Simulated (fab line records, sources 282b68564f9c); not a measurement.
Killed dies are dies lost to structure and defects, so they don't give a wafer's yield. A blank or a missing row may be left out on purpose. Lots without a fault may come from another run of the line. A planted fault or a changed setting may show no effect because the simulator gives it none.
Tool commonality check | flow rit_cmos | 15 lots, 45 wafers sampled

WHY IT WAS OPENED
At RIT_NWELL_OVL_MEAS_06 the reading NWELL_OVL is flagged on 3 of 15 lots. Wafers without a fault read 1.4 nm, standard deviation 1.5.
Rule: a lot is flagged when every wafer of it that has a number lies more than 4 standard deviations from that mean, or none has a number. The other lots count as sound.

lot  | measured    | on         | NWELL_OVL (nm), wafer by wafer | flag
L186 | day 1 20:23 | overlay-02 | -0.2 1.0 1.5                   |
L187 | day 2 01:25 | overlay-02 | 1.7 1.5 1.0                    |
L188 | day 2 06:55 | overlay-02 | -0.2 -1.1 0.0                  |
L189 | day 2 12:54 | overlay-01 | -0.7 -0.1 -1.6                 |
L192 | day 3 02:16 | overlay-02 | 3.4 2.5 2.2                    |
L195 | day 3 19:14 | overlay-01 | 0.1 -0.2 -0.1                  |
L196 | day 3 22:12 | overlay-01 | 0.4 1.2 2.3                    |
L198 | day 4 09:28 | overlay-02 | 1.2 0.3 1.7                    |
L199 | day 4 14:02 | overlay-01 | 3571.0 3571.4 3570.1           | FLAGGED
L200 | day 4 19:06 | overlay-01 | 3570.0 3570.8 3569.6           | FLAGGED
L201 | day 4 23:16 | overlay-02 | 3570.8 3568.6 3570.7           | FLAGGED
L203 | day 5 09:49 | overlay-01 | 2.5 0.7 0.8                    |
L205 | day 5 20:40 | overlay-02 | 0.7 3.0 2.9                    |
L208 | day 6 13:25 | overlay-01 | 3.5 4.5 4.7                    |
L209 | day 6 19:02 | overlay-02 | 2.0 1.4 1.9                    |
The numbers of the flagged lots are 3570.3 nm on average: +3568.9 nm against the usual, or +99 or more standard deviations.

WHICH TOOL RAN EACH LOT
The record holds 1 process step before the reading, out of a route of 202 steps. In each cell: the tool, then ch and the chambers that the sampled wafers went through, then the start.
lot  | flag    | RIT_NWELL_EXPOSE_03
L186 |         | iline_stepper-01 ch 0, day 1 19:59
L187 |         | iline_stepper-02 ch 0, day 2 00:59
L188 |         | iline_stepper-01 ch 0, day 2 06:29
L189 |         | iline_stepper-01 ch 0, day 2 12:29
L192 |         | iline_stepper-02 ch 0, day 3 01:51
L195 |         | iline_stepper-01 ch 0, day 3 18:49
L196 |         | iline_stepper-01 ch 0, day 3 21:47
L198 |         | iline_stepper-02 ch 0, day 4 09:04
L199 | FLAGGED | iline_stepper-01 ch 0, day 4 13:38
L200 | FLAGGED | iline_stepper-01 ch 0, day 4 18:40
L201 | FLAGGED | iline_stepper-01 ch 0, day 4 22:52
L203 |         | iline_stepper-02 ch 0, day 5 09:24
L205 |         | iline_stepper-02 ch 0, day 5 20:13
L208 |         | iline_stepper-02 ch 0, day 6 13:00
L209 |         | iline_stepper-02 ch 0, day 6 18:38
What these steps do:
- RIT_NWELL_EXPOSE_03: exposes mask M2, target cd 43900 nm.
- RIT_NWELL_OVL_MEAS_06

FLAGGED OVER TOTAL, TOOL BY TOOL (the gauges that took the reading come last)
step                  | tool             | lots run | flagged | share of the flagged lots | sound lots run after its first flagged lot
RIT_NWELL_EXPOSE_03   | iline_stepper-01 | 8        | 3       | all                       | 0
RIT_NWELL_EXPOSE_03   | iline_stepper-02 | 7        | 0       | none                      | -
RIT_NWELL_OVL_MEAS_06 | overlay-01       | 7        | 2       | some                      | 2 (L203,L208)
RIT_NWELL_OVL_MEAS_06 | overlay-02       | 8        | 1       | some                      | 2 (L205,L209)

WHAT THE TABLE ALLOWS
1 row of the table ran every flagged lot: iline_stepper-01 at RIT_NWELL_EXPOSE_03.
- iline_stepper-01 at RIT_NWELL_EXPOSE_03: 3 of its 8 lots flagged. Its last sound lot is L196 (day 3 21:47), its first flagged lot L199 (day 4 13:38): a fault that began between those two fits.
One tool is left: iline_stepper-01 at RIT_NWELL_EXPOSE_03.

WHAT THE SIMULATOR HAD PUT IN
Scanner matching overlay: iline_stepper-01, from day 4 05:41 on, at RIT_NWELL_EXPOSE_03. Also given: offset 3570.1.
Lots struck among those shown: L199, L200, L201. The rule above found the same.
